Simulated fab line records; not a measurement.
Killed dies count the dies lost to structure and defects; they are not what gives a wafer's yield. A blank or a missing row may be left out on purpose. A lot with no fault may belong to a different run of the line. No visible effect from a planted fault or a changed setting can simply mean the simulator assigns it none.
Which tool is to blame? | flow rit-cmos | 6 lots, 18 wafers sampled, at 2 steps of a route of 202

== WHAT THE GAUGES READ, wafer by wafer ==
RIT_SDANNEAL_RS_MEAS_07: a four-point-probe measurement.
lot  | measured    | on            | NLDD_RS (ohm/sq)
L157 | day 3 12:03 | film-metro-03 | 151.2 151.2 151.4
L159 | day 3 22:51 | film-metro-01 | 151.7 151.8 152.3
L163 | day 4 18:25 | film-metro-03 | 151.8 152.2 151.9
L166 | day 5 08:52 | film-metro-03 | 151.5 152.2 151.9
L168 | day 5 19:55 | film-metro-03 | - - -
L174 | day 7 01:10 | film-metro-03 | 151.2 150.5 151.4

== EACH LOT AND THE TOOL THAT RAN IT (in order: tool; ch and the chambers of the sampled wafers; start) ==
lot  | RIT_NLDD_IMPLANT_08
L157 | implanter-03 ch 0, day 3 03:41
L159 | implanter-03 ch 0, day 3 14:35
L163 | implanter-02 ch 0, day 4 10:28
L166 | implanter-03 ch 0, day 5 00:50
L168 | implanter-03 ch 0, day 5 11:32
L174 | implanter-02 ch 0, day 6 17:07
- RIT_NLDD_IMPLANT_08

== THE ANSWER, worked out from the rows above alone ==
Rule: what is usual is taken from the lots themselves. Put in order of their means at a reading, lots are off if they are a third of the lots or fewer, leave a main group of 4 or more, and stand apart from it by a gap of 3 or more times the standard deviation of the main group's means; of several such gaps the widest counts. A main group is skipped when, at the precision printed for the reading in the tables above, its means are all equal. Also off: a lot with no number at a reading for which 4 or more lots have one. The other lots that the step has rows for count as sound.
Off: at RIT_SDANNEAL_RS_MEAS_07 (NLDD_RS), L168. Without a number there: L168. The main group has a mean of 151.6 ohm/sq with a standard deviation of 0.39.
If a tool, at a process step before that reading, ran all the lots that are off and no sound lot after the first of them, it fits. Gauges at RIT_SDANNEAL_RS_MEAS_07: tried the same way as those tools. One candidate fits, namely implanter-03 at RIT_NLDD_IMPLANT_08. Its last sound lot is L166 (day 5 00:50), its first lot that is off L168 (day 5 11:32): a fault that began between those two fits.

== WHAT HAD BEEN PUT IN BY THE SIMULATOR ==
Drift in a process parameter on implanter-03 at RIT_NLDD_IMPLANT_08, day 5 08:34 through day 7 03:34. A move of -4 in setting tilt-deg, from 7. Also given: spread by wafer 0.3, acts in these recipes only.
Lots struck among those shown: L168. The rule above reached the same finding.
